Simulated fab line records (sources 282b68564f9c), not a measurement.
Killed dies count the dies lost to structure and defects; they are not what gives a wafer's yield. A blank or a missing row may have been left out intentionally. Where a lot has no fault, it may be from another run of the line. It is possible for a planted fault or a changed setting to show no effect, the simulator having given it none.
fab line records	flow ritCmos
[record] lots = 14	wafers = 42	lastDay = 7
route steps=202 shown PWELL@48 NRETRO@59 M1@184
lots untouched by any fault: they come from a run of this same line in which no faults occurred
startH: start of the lot's first displayed wafer, in hours after the record's first day	waitH: hours elapsed since this lot's preceding step	" as in the row above	L1.1+2: a row that stands for several wafers	- no value present, or no start provided	* or withheld: withheld	< > ~ a bound
route shown NAME@n: a module of which the file shows steps, and the number in the route of the first	usual: average and standard deviation across the fault-free wafers	same: alike in all rows	chamber/n: place in a boat	sites: readings site by site	_std_site: their standard deviation	_edge_site: the outer-site mean with the inner-site mean subtracted	radiusMm: how far each site lies from the wafer's centre	mask NAME#n: copy n	behind: the most recent tool/chamber to have shaped the wafer	hold: why the lot went on hold/how many hours it stayed there/how the hold came to an end	device: the transistor (n, p or np) that didn't switch	end of line: at the end of the route, the tests of the same wafers	a step given without rows: its recipe and nothing more	killed: dies that structure and defects cost at the first sort, which is not the same as the wafer's yield	map: a wafer's dies, x killed, . not, _ none there
set.NAME: the setting that was run; set.NAME@STEP: the one run at that earlier step	model.NAME: the simulator's own value behind a step, which no gauge read
route steps across a sampled set of lots; one table per step, one row per wafer
services: from which hour (startH, from the record's first day; less than 0 if before it) a tool's chamber was out of use, for how many hours, and why
[[steps]]
[step RIT_PWELL_STRIP_09]
[recipe] chemistry = O2	timeS = 180	resist = NOVOLAK	platenTempC = withheld	powerW = 500	pressureMtorr = 4000	o2FlowSccm = 4000
[usual] drypumpMotorCurrentA = 5.53/0.25
lot.wafer	tool	chamber	startH	waitH	drypumpMotorCurrentA	rfHoursCounterH
L568.1	plasmaAsher-03	0	24.10	0.1	5.96	41
L568.2	"	1	"	"	5.44	41
L568.3	"	0	"	"	5.95	-
L570.1	plasmaAsher-03	0	33.94	0.1	5.96	42
L570.2	"	1	"	"	5.47	42
L570.5	"	0	"	"	5.97	-
L572.1	plasmaAsher-02	0	43.23	0.1	5.64	31
L572.4	"	1	"	"	5.53	-
L572.5	"	0	"	"	5.59	-
L573.1	plasmaAsher-02	0	48.83	0.1	5.63	32
L573.3	"	0	"	"	5.62	-
L573.4	"	1	"	"	5.53	-
L576.1	plasmaAsher-02	0	62.85	0.1	5.62	34
L576.3	"	1	"	"	5.54	-
L576.6	"	1	"	"	5.50	-
L578.1	plasmaAsher-02	0	72.40	0.1	5.62	34
L578.3	"	0	"	"	5.65	-
L578.5	"	1	"	"	5.51	-
L582.2	plasmaAsher-02	0	92.70	0.1	5.59	37
L582.3	"	1	"	"	5.53	-
L582.6	"	0	"	"	5.60	-
L583.1	plasmaAsher-02	1	98.00	0.1	5.55	38
L583.4	"	1	"	"	5.56	-
L583.6	"	1	"	"	5.56	-
L585.2	plasmaAsher-04	0	107.67	0.1	5.43	52
L585.3	"	1	"	"	5.03	-
L585.6	"	0	"	"	5.41	-
L586.2	plasmaAsher-03	1	112.39	0.1	5.46	48
L586.4	"	0	"	"	5.95	-
L586.5	"	1	"	"	5.46	-
L587.1	plasmaAsher-03	1	117.55	0.1	5.46	48
L587.2	"	0	"	"	5.95	48
L587.6	"	0	"	"	5.94	-
L588.1	plasmaAsher-03	1	122.21	0.1	5.48	49
L588.4	"	1	"	"	5.47	-
L588.6	"	0	"	"	5.98	-
L589.2	plasmaAsher-02	0	127.47	0.1	5.64	1
L589.3	"	1	"	"	5.54	-
L589.4	"	0	"	"	5.66	-
L590.1	plasmaAsher-04	0	132.37	0.1	5.42	55
L590.4	"	0	"	"	5.40	-
L590.5	"	1	"	"	5.06	-
[step RIT_NRETRO_OVL_MEAS_06]
[usual] NRETRO_OVL = 0.0/1
lot.wafer	tool	chamber	startH	waitH	NRETRO_OVL[nm]
L568.1	overlay-02	-	31.14	-	0.4
L568.2	"	-	"	"	-0.4
L568.3	"	-	"	"	-1.6
L570.1	overlay-01	-	40.37	-	0.2
L570.2	"	-	"	"	1.3
L570.5	"	-	"	"	0.3
L572.1	overlay-01	-	50.97	-	-0.6
L572.4	"	-	"	"	0.8
L572.5	"	-	"	"	-0.3
L573.1	overlay-02	-	55.39	-	-0.3
L573.3	"	-	"	"	-0.9
L573.4	"	-	"	"	-0.2
L576.1	overlay-02	-	69.33	-	0.9
L576.3	"	-	"	"	1.3
L576.6	"	-	"	"	1.4
L578.1	overlay-01	-	79.17	-	1.1
L578.3	"	-	"	"	-2.4
L578.5	"	-	"	"	0.0
L582.2	overlay-01	-	99.20	-	0.4
L582.3	"	-	"	"	-0.7
L582.6	"	-	"	"	1.8
L583.1	overlay-01	-	104.43	-	0.4
L583.4	"	-	"	"	2.1
L583.6	"	-	"	"	0.2
L585.2	overlay-01	-	114.55	-	-0.2
L585.3	"	-	"	"	-0.9
L585.6	"	-	"	"	0.7
L586.2	overlay-02	-	119.63	-	0.1
L586.4	"	-	"	"	0.2
L586.5	"	-	"	"	-0.8
L587.1	overlay-02	-	124.74	-	0.9
L587.2	"	-	"	"	-1.3
L587.6	"	-	"	"	-0.4
L588.1	overlay-01	-	128.65	-	1.3
L588.4	"	-	"	"	2.1
L588.6	"	-	"	"	0.0
L589.2	overlay-01	-	134.65	-	0.7
L589.3	"	-	"	"	-1.0
L589.4	"	-	"	"	0.9
L590.1	overlay-01	-	138.89	-	2.2
L590.4	"	-	"	"	0.5
L590.5	"	-	"	"	0.1
[step RIT_M1_SPUTTER_00]
[recipe] material = Al	targetThkNm = 400	powerW = 2000	chamberPressurePa = 0.4	gas = Ar	timeS = 500	substrateTempC = 25
[usual] throttleValvePct = 30.7/0.91
lot.wafer	tool	chamber	startH	waitH	throttleValvePct
L568.1	pvdSputter-02	-	54.52	0.0	31.1
L568.2	"	-	"	"	31.3
L568.3	"	-	"	"	30.1
L570.1	pvdSputter-03	-	64.40	0.0	30.5
L570.2	"	-	"	"	29.9
L570.5	"	-	"	"	30.8
L572.1	pvdSputter-03	-	74.88	0.0	32.5
L572.4	"	-	"	"	30.3
L572.5	"	-	"	"	32.2
L573.1	pvdSputter-02	-	78.44	0.0	31.1
L573.3	"	-	"	"	31.2
L573.4	"	-	"	"	31.6
L576.1	pvdSputter-03	-	92.49	0.0	32.2
L576.3	"	-	"	"	30.5
L576.6	"	-	"	"	32.4
L578.1	pvdSputter-03	-	103.08	0.0	29.8
L578.3	"	-	"	"	30.2
L578.5	"	-	"	"	30.7
L582.2	pvdSputter-04	-	123.26	0.0	30.0
L582.3	"	-	"	"	29.6
L582.6	"	-	"	"	29.8
L583.1	pvdSputter-02	-	127.37	0.0	29.9
L583.4	"	-	"	"	31.4
L583.6	"	-	"	"	30.3
L585.2	pvdSputter-02	-	138.21	0.0	31.3
L585.3	"	-	"	"	31.5
L585.6	"	-	"	"	31.4
L586.2	pvdSputter-04	-	143.30	0.0	30.4
L586.4	"	-	"	"	29.6
L586.5	"	-	"	"	29.6
L587.1	pvdSputter-02	-	148.00	0.0	30.2
L587.2	"	-	"	"	30.8
L587.6	"	-	"	"	30.3
L588.1	pvdSputter-04	-	155.10	0.0	29.9
L588.4	"	-	"	"	28.6
L588.6	"	-	"	"	30.3
L589.2	pvdSputter-02	-	159.71	0.0	31.3
L589.3	"	-	"	"	31.4
L589.4	"	-	"	"	31.0
L590.1	pvdSputter-04	-	164.89	0.0	30.2
L590.4	"	-	"	"	29.8
L590.5	"	-	"	"	29.8
[step RIT_M1_OVL_MEAS_10]
[usual] M1_OVL = -0.5/1.5
lot.wafer	tool	chamber	startH	waitH	M1_OVL[nm]
L568.1	overlay-02	-	56.12	0.1	-0.6
L568.2	"	-	"	"	-0.7
L568.3	"	-	"	"	-1.2
L570.1	overlay-01	-	66.00	0.1	1.2
L570.2	"	-	"	"	1.3
L570.5	"	-	"	"	1.0
L572.1	overlay-02	-	76.42	0.1	0.6
L572.4	"	-	"	"	1.2
L572.5	"	-	"	"	0.2
L573.1	overlay-02	-	79.91	0.1	-0.6
L573.3	"	-	"	"	-0.4
L573.4	"	-	"	"	-0.6
L576.1	overlay-01	-	94.09	0.1	-3.0
L576.3	"	-	"	"	-3.9
L576.6	"	-	"	"	-2.6
L578.1	overlay-01	-	104.56	0.1	0.2
L578.3	"	-	"	"	1.3
L578.5	"	-	"	"	1.6
L582.2	overlay-01	-	124.74	0.1	2.5
L582.3	"	-	"	"	2.8
L582.6	"	-	"	"	1.3
L583.1	overlay-02	-	128.97	0.1	-0.9
L583.4	"	-	"	"	-0.1
L583.6	"	-	"	"	0.4
L585.2	overlay-02	-	139.69	0.1	-1.1
L585.3	"	-	"	"	-1.7
L585.6	"	-	"	"	-1.0
L586.2	overlay-01	-	144.78	0.1	2.2
L586.4	"	-	"	"	1.8
L586.5	"	-	"	"	1.7
L587.1	overlay-01	-	149.64	0.1	-3.2
L587.2	"	-	"	"	-1.6
L587.6	"	-	"	"	-1.6
L588.1	overlay-01	-	156.70	0.1	1.1
L588.4	"	-	"	"	-0.7
L588.6	"	-	"	"	0.8
L589.2	overlay-02	-	161.19	0.1	-1.6
L589.3	"	-	"	"	-2.0
L589.4	"	-	"	"	-1.9
L590.1	overlay-01	-	166.38	0.1	-1.2
L590.4	"	-	"	"	-0.6
L590.5	"	-	"	"	-0.2
[step RIT_M1_PROBE_99]
[usual] defectLimitedYield = 97.5/1.2	killed_at_M0_to_M3 = 0/0	killedAtContacts = 0.1/0.24	killedAtFrontEnd = 7/3	killedDies = 7/3	killedOnRim = 1.9/1.4	killedOpen = 3.2/1.8	killedShort = 3.5/2.1	sort_bin_3_pad_short = 0.1/0.2	sort_bin_5_function = 1.5/0.92	sort_bin_6_memory = 0.9/0.6	sortNPass = 257/3	sortYieldPct = 97.5/1.2
[same] grossDies = 264	killed_at_M4_up = 0	killedAtBackSide = 0	killedAtOther = 0
lot.wafer	tool	chamber	startH	waitH	defectLimitedYield[%]	killed_at_M0_to_M3	killedAtContacts	killedAtFrontEnd	killedDies	killedOnRim	killedOpen	killedShort	sort_bin_3_pad_short[%]	sort_bin_5_function[%]	sort_bin_6_memory[%]	sortNPass	sortYieldPct[%]
L568.1	prober-01	-	58.78	0.1	97.0	0	0	8	8	2	4	4	0	2.7	0.4	256	97.0
L568.2	prober-01	-	58.83	0.1	97.3	0	0	7	7	1	5	2	0	1.9	0.8	257	97.3
L568.3	prober-01	-	58.88	0.2	96.6	0	1	8	9	4	2	7	0.4	1.5	1.5	255	96.6
L570.1	prober-01	-	68.54	0.1	99.2	0	0	2	2	2	1	1	0	0.4	0.4	262	99.2
L570.2	prober-01	-	68.59	0.1	97.7	0	0	6	6	2	1	5	0.4	1.1	0.8	258	97.7
L570.5	prober-01	-	68.74	0.2	99.2	0	0	2	2	0	2	0	0	0.8	0	262	99.2
L572.1	prober-01	-	78.96	0.1	96.6	0	0	9	9	4	5	4	0	2.3	1.1	255	96.6
L572.4	prober-01	-	79.11	0.2	97.3	0	0	7	7	4	6	1	0	2.3	0.4	257	97.3
L572.5	prober-01	-	79.16	0.2	97.7	0	0	6	6	2	4	2	0.4	1.5	0.4	258	97.7
L573.1	prober-01	-	82.47	0.1	98.1	0	0	5	5	2	3	2	0	1.1	0.8	259	98.1
L573.3	prober-01	-	82.57	0.2	97.7	0	0	6	6	1	3	3	0	0.4	1.9	258	97.7
L573.4	prober-01	-	82.62	0.2	97.7	0	0	6	6	5	1	5	0	1.1	1.1	258	97.7
L576.1	prober-02	-	96.64	0.1	91.3	19	0	4	23	9	2	2	0.8	7.2	0.8	241	91.3
L576.3	prober-02	-	96.74	0.2	93.2	12	0	6	18	8	4	2	0.8	3.4	2.7	246	93.2
L576.6	prober-02	-	96.89	0.2	89.4	20	0	8	28	9	6	2	0.8	6.8	3.0	236	89.4
L578.1	prober-02	-	107.09	0.1	92.8	15	0	4	19	7	4	0	0.8	5.3	1.1	245	92.8
L578.3	prober-02	-	107.19	0.2	88.6	27	0	3	30	5	3	0	0.8	8.3	2.3	234	88.6
L578.5	prober-02	-	107.29	0.2	94.7	8	1	5	14	10	2	4	0.4	3.4	1.5	250	94.7
L582.2	prober-02	-	128.62	0.1	97.0	0	0	8	8	4	4	4	0.4	1.9	0.8	256	97.0
L582.3	prober-02	-	128.67	0.2	97.7	0	0	6	6	0	3	3	0	2.3	0	258	97.7
L582.6	prober-02	-	128.82	0.2	98.5	0	0	4	4	1	1	3	0.4	0.8	0.4	260	98.5
L583.1	prober-01	-	132.62	0.1	97.0	0	0	8	8	2	5	3	0	2.3	0.8	256	97.0
L583.4	prober-01	-	132.77	0.2	97.7	0	0	6	6	1	3	3	0	0.8	1.5	258	97.7
L583.6	prober-01	-	132.87	0.2	97.3	0	0	7	7	2	0	7	0.8	1.1	0.8	257	97.3
L585.2	prober-01	-	142.28	0.1	94.3	0	0	15	15	2	8	7	0	4.5	1.1	249	94.3
L585.3	prober-01	-	142.33	0.2	95.5	0	0	12	12	1	5	7	0	3.8	0.8	252	95.5
L585.6	prober-01	-	142.48	0.2	97.3	0	0	7	7	5	3	4	0	1.9	0.8	257	97.3
L586.2	prober-02	-	147.91	0.1	97.3	0	0	7	7	3	1	6	0	1.1	1.5	257	97.3
L586.4	prober-02	-	148.01	0.2	98.5	0	0	4	4	2	4	0	0	0.4	1.1	260	98.5
L586.5	prober-02	-	148.06	0.2	95.1	0	0	13	13	4	6	7	0.4	2.3	2.3	251	95.1
L587.1	prober-01	-	152.91	0.1	96.6	0	0	9	9	0	5	4	0	1.5	1.9	255	96.6
L587.2	prober-01	-	152.96	0.1	97.7	0	0	6	6	2	1	5	0.8	1.1	0.4	258	97.7
L587.6	prober-01	-	153.16	0.2	98.9	0	0	3	3	1	1	2	0	0.4	0.8	261	98.9
L588.1	prober-02	-	159.47	0.1	97.3	0	0	7	7	3	4	3	0	1.1	1.5	257	97.3
L588.4	prober-02	-	159.62	0.2	95.8	0	0	11	11	1	4	7	0.4	3.0	0.8	253	95.8
L588.6	prober-02	-	159.72	0.2	97.3	0	0	7	7	4	2	5	0.4	1.5	0.8	257	97.3
L589.2	prober-01	-	163.77	0.1	98.1	0	0	5	5	0	4	1	0.4	1.5	0	259	98.1
L589.3	prober-01	-	163.82	0.2	97.7	0	0	6	6	2	2	4	0	0.8	1.5	258	97.7
L589.4	prober-01	-	163.87	0.2	97.7	0	1	5	6	2	3	3	0	0.8	1.5	258	97.7
L590.1	prober-02	-	168.99	0.1	97.7	0	0	6	6	1	4	2	0	1.1	1.1	258	97.7
L590.4	prober-02	-	169.14	0.2	98.1	0	0	5	5	2	3	2	0	0.8	1.1	259	98.1
L590.5	prober-02	-	169.19	0.2	96.2	0	0	10	10	3	5	5	0	3.4	0.4	254	96.2
// killed by level:class
L568.1 FOX1:geometricParticle:short=2 FOX1:geometricParticle:open=2 GATE:geometricParticle:open=2 ACTIVE:geometricParticle:short=1 SPACER:geometricParticle:short=1
L568.2 SPACER:geometricParticle:open=3 FOX1:geometricParticle:open=2 GATE:geometricParticle:short=1 SPACER:geometricParticle:short=1
L568.3 GATE:geometricParticle:short=3 FOX1:geometricParticle:short=2 SPACER:geometricParticle:short=2 SPACER:geometricParticle:open=1 CONTACT:geometricParticle:open=1
L570.1 GATE:geometricParticle:short=1 GATE:geometricParticle:open=1
L570.2 SPACER:geometricParticle:short=3 FOX2:geometricParticle:short=1 GATE:geometricParticle:short=1 REOX:geometricParticle:open=1
L570.5 FOX2:geometricParticle:open=1 REOX:geometricParticle:open=1
L572.1 GATE:geometricParticle:open=2 GATE:geometricParticle:short=2 REOX:geometricParticle:open=2 REOX:geometricParticle:short=2 SILICIDE:geometricParticle:open=1
L572.4 GATE:geometricParticle:open=3 SILICIDE:geometricParticle:open=2 FOX2:geometricParticle:open=1 REOX:geometricParticle:short=1
L572.5 GATE:geometricParticle:open=2 REOX:geometricParticle:open=1 REOX:geometricParticle:short=1 SILICIDE:geometricParticle:open=1 SILICIDE:geometricParticle:short=1
L573.1 REOX:geometricParticle:short=2 REOX:geometricParticle:open=2 GATE:geometricParticle:open=1
L573.3 GATE:geometricParticle:open=2 FOX1:geometricParticle:open=1 FOX1:geometricParticle:short=1 GATE:geometricParticle:short=1 REOX:geometricParticle:short=1
L573.4 GATE:geometricParticle:short=2 FOX1:geometricParticle:short=1 REOX:geometricParticle:open=1 REOX:geometricParticle:short=1 SPACER:geometricParticle:short=1
L576.1 M1:unspecified=19 SILICIDE:geometricParticle:short=2 FOX1:geometricParticle:open=1 GATE:geometricParticle:open=1
L576.3 M1:unspecified=12 GATE:geometricParticle:open=2 GATE:geometricParticle:short=2 FOX1:geometricParticle:open=1 SPACER:geometricParticle:open=1
L576.6 M1:unspecified=20 GATE:geometricParticle:open=2 REOX:geometricParticle:open=2 GATE:geometricParticle:short=1 REOX:geometricParticle:short=1 SPACER:geometricParticle:open=1 SILICIDE:geometricParticle:open=1
L578.1 M1:unspecified=15 GATE:geometricParticle:open=2 SPACER:geometricParticle:open=1 SILICIDE:geometricParticle:open=1
L578.3 M1:unspecified=27 ACTIVE:geometricParticle:open=1 REOX:geometricParticle:open=1 SILICIDE:geometricParticle:open=1
L578.5 M1:unspecified=8 FOX1:geometricParticle:open=1 FOX2:geometricParticle:short=1 REOX:geometricParticle:short=1 SPACER:geometricParticle:short=1 SILICIDE:geometricParticle:short=1 CONTACT:geometricParticle:open=1
L582.2 GATE:geometricParticle:short=2 SPACER:geometricParticle:short=2 GATE:geometricParticle:open=1 REOX:geometricParticle:open=1 SPACER:geometricParticle:open=1 SILICIDE:geometricParticle:open=1
L582.3 GATE:geometricParticle:short=3 SPACER:geometricParticle:open=2 GATE:geometricParticle:open=1
L582.6 REOX:geometricParticle:short=2 GATE:geometricParticle:short=1 REOX:geometricParticle:open=1
L583.1 GATE:geometricParticle:open=3 GATE:geometricParticle:short=2 REOX:geometricParticle:open=2 FOX2:geometricParticle:short=1
L583.4 REOX:geometricParticle:short=2 FOX2:geometricParticle:open=1 GATE:geometricParticle:open=1 GATE:geometricParticle:short=1 SPACER:geometricParticle:open=1
L583.6 FOX2:geometricParticle:short=3 GATE:geometricParticle:short=2 REOX:geometricParticle:short=2
L585.2 FOX1:geometricParticle:open=3 REOX:geometricParticle:short=3 FOX1:geometricParticle:short=2 REOX:geometricParticle:open=2 SPACER:geometricParticle:open=2 GATE:geometricParticle:short=1 SPACER:geometricParticle:short=1 SILICIDE:geometricParticle:open=1
L585.3 FOX1:geometricParticle:short=3 FOX1:geometricParticle:open=3 REOX:geometricParticle:short=2 GATE:geometricParticle:short=1 REOX:geometricParticle:open=1 SPACER:geometricParticle:short=1 SILICIDE:geometricParticle:open=1
L585.6 GATE:geometricParticle:open=2 REOX:geometricParticle:short=2 FOX1:geometricParticle:short=1 FOX1:geometricParticle:open=1 GATE:geometricParticle:short=1
L586.2 FOX2:geometricParticle:short=4 GATE:geometricParticle:short=2 FOX2:geometricParticle:open=1
L586.4 GATE:geometricParticle:open=2 FOX2:geometricParticle:open=1 SILICIDE:geometricParticle:open=1
L586.5 GATE:geometricParticle:open=3 GATE:geometricParticle:short=3 FOX1:geometricParticle:short=2 SILICIDE:geometricParticle:open=2 FOX2:geometricParticle:open=1 FOX2:geometricParticle:short=1 REOX:geometricParticle:short=1
L587.1 FOX2:geometricParticle:open=3 SPACER:geometricParticle:open=2 FOX1:geometricParticle:short=1 GATE:geometricParticle:short=1 REOX:geometricParticle:short=1 SPACER:geometricParticle:short=1
L587.2 GATE:geometricParticle:short=2 FOX1:geometricParticle:short=1 GATE:geometricParticle:open=1 REOX:geometricParticle:short=1 SILICIDE:geometricParticle:short=1
L587.6 FOX1:geometricParticle:open=1 FOX2:geometricParticle:short=1 REOX:geometricParticle:short=1
L588.1 GATE:geometricParticle:short=3 GATE:geometricParticle:open=2 SILICIDE:geometricParticle:open=2
L588.4 FOX1:geometricParticle:short=2 SILICIDE:geometricParticle:short=2 FOX1:geometricParticle:open=1 FOX2:geometricParticle:short=1 GATE:geometricParticle:short=1 GATE:geometricParticle:open=1 REOX:geometricParticle:open=1 REOX:geometricParticle:short=1
L588.6 FOX1:geometricParticle:open=1 FOX2:geometricParticle:short=1 GATE:geometricParticle:short=1 REOX:geometricParticle:short=1 SPACER:geometricParticle:short=1 SILICIDE:geometricParticle:short=1 SILICIDE:geometricParticle:open=1
L589.2 FOX2:geometricParticle:open=2 FOX1:geometricParticle:short=1 FOX1:geometricParticle:open=1 SPACER:geometricParticle:open=1
L589.3 FOX1:geometricParticle:short=1 GATE:geometricParticle:short=1 REOX:geometricParticle:open=1 SPACER:geometricParticle:open=1 SPACER:geometricParticle:short=1 SILICIDE:geometricParticle:short=1
L589.4 GATE:geometricParticle:open=2 FOX1:geometricParticle:open=1 GATE:geometricParticle:short=1 SPACER:geometricParticle:short=1 CONTACT:geometricParticle:short=1
L590.1 GATE:geometricParticle:open=3 FOX1:geometricParticle:open=1 GATE:geometricParticle:short=1 REOX:geometricParticle:short=1
L590.4 GATE:geometricParticle:open=2 GATE:geometricParticle:short=1 REOX:geometricParticle:short=1 SPACER:geometricParticle:open=1
L590.5 GATE:geometricParticle:open=3 REOX:geometricParticle:short=2 FOX1:geometricParticle:short=1 GATE:geometricParticle:short=1 REOX:geometricParticle:open=1 SPACER:geometricParticle:short=1 SILICIDE:geometricParticle:open=1
[[services]]
tool	chamber	startH	hours	kind
pvdSputter-03	-	13.77	2.8	repair
plasmaAsher-03	-	25.21	1.6	repair
plasmaAsher-03	-	25.40	3.0	repair
pvdSputter-02	-	42.87	1.9	repair
plasmaAsher-03	-	60.21	2.8	pm
plasmaAsher-03	-	81.50	28.1	pm
pvdSputter-04	-	86.09	1.1	repair
plasmaAsher-02	-	108.75	9.0	pm
plasmaAsher-02	0	108.75	9.0	ventCycle
plasmaAsher-02	1	108.75	9.0	ventCycle
plasmaAsher-02	0	117.75	-	clean
plasmaAsher-02	1	117.75	-	clean
plasmaAsher-03	-	131.59	9.1	repair
pvdSputter-04	-	144.10	7.5	repair
[[key]]
[firstSign] step = RIT_M1_PROBE_99	reading = killed_at_M0_to_M3	direction = up	sigmas = 17	usual = 0	struck = 16.8
[effect] step = RIT_M1_PROBE_99	reading = killedDies	direction = up	sigmas = 5	usual = 7	struck = 22
metAt RIT_M1_SPUTTER_00
struckLots L576,L578
notActingAt RIT_PWELL_STRIP_09,RIT_NRETRO_OVL_MEAS_06,RIT_M1_OVL_MEAS_10
onsetBetween 74.88 92.49
[fault] kind = chamberParticleSource	tool = pvdSputter-03	chamber = -	onsetH = 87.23	steps = RIT_M1_SPUTTER_00	ratePerVisitCm2 = 0.48604	endH = 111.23
